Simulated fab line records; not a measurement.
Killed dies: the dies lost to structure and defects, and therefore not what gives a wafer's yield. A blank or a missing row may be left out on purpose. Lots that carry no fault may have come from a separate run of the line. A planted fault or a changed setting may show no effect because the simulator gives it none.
Problem report, 8D (eight disciplines) form, completed by code :: flow berkeley_cmos170 :: the parts of the form that need people (team, actions taken, sign-off) are left out

## 1. WHAT WENT WRONG
V1_TEOS_THK at UCB170_V1_THK_MEAS_01 reads a mean of 915 nm on 2 wafers of 1 lot; wafers without a fault read 1991 nm with a standard deviation of 26. That puts it -41 standard deviations away from the usual mean.
The first sign was on wafer L309.1 at day 10 07:25, on film_metro-02. Wafers with a number at this step in the record: 39, from 13 lots. The rule behind "out" and "out of limits": a value lying over 4 standard deviations away from the usual mean. Any other wafer with a number is counted as sound.

## 2. WHAT THIS IS AND IS NOT
question: which readings at this step
is: V1_TEOS_THK
is not: -

question: which lots
is: L309
is not: L299, L300, L301, L302, L304, L305, L308, L313, L316, L318, L319, L321

question: which wafers of those lots
is: L309.1, L309.5
is not: L309.3

question: read on which gauges
is: film_metro-02
is not: film_metro-01, film_metro-04

question: when
is: from day 10 07:25
is not: up to then (19 sound wafers); but 18 sound wafers of L308, L313, L316, L318, L319, L321 came after

## 3. SUSPECTS, AND WHAT RULES EACH OUT
Counting: a tool at a process step up to the reading stays a suspect if it ran every lot that is out. Sound lots after the first of them don't rule it out here, since some wafers of a struck lot are sound.
- the gauge at UCB170_V1_THK_MEAS_01: kept. All the wafers that are out were read on film_metro-02, and no step on other tools shows them out.
- rtp_anneal-01 at UCB170_SILICIDE_RTA_04 (time 15 s): kept. It processed L309, the lot that is out, at day 9 23:08, and its most recent sound lot before then was L301 at day 8 13:13.
- pecvd-03 at UCB170_V1_CVD_00 (deposits SiO2 from TEOS/O2, target thk 2000 nm, time 250 s): kept. It processed L309, the lot that is out, at day 10 07:15, and its most recent sound lot before then was L304 at day 9 13:56.
- At UCB170_V1_CVD_00 on pecvd-03, chamber 1 took the sound wafers of the same lots and chamber 2 took the wafers that are out.
The count leaves rtp_anneal-01 at UCB170_SILICIDE_RTA_04, pecvd-03 at UCB170_V1_CVD_00, and film_metro-02 at UCB170_V1_THK_MEAS_01.

## 4. THE CAUSE (what the simulator had put in)
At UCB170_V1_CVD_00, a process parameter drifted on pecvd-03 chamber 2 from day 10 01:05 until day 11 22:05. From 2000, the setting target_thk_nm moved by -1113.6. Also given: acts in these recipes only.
After counting, 3 suspects remain, this tool included.

## 5. SEQUENCE OF EFFECTS, ordered by route
Each row: a reading where the mean over the struck wafers with a number is more than 3 standard deviations away from the usual. Readings are gone through only where the record gives a usual standard deviation; hours: the median, over the lots, of the time from a lot's start at the first step in this table giving one to that lot's start at this step; sigmas: the change measured in usual standard deviations.
hours: 0
step: UCB170_V1_THK_MEAS_01
reading: V1_TEOS_THK
usual: 1991 nm
on struck wafers: 915
change: -1076
sigmas: -41

hours: 20
step: UCB170_V1_ETCH_14
reading: oes_product_au
usual: 0.868 a.u.
on struck wafers: 0.829
change: -0.039
sigmas: -3.2
Here are the process steps it includes:
- UCB170_V1_ETCH_14: etches SiO2 in CHF3/CF4/Ar, stops on Al, target depth 1250 nm, time 291 s.

## 6. WHAT WOULD HAVE CAUGHT IT SOONER
Counted from the fault's start at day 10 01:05, it took 6 hours until the first out-of-limits reading at a measuring or inspecting step in this record, taken at day 10 07:25.
Of the tool readings at UCB170_V1_CVD_00 for which the record gives a usual standard deviation, none was out on any struck wafer, so an alarm limit of 4 standard deviations on them would not have fired.
The start of UCB170_V1_CVD_00 on pecvd-03 came by day 10 07:25 for every one of the lots that are out (1). Had the tool been put on hold then, not one of them would have been saved.
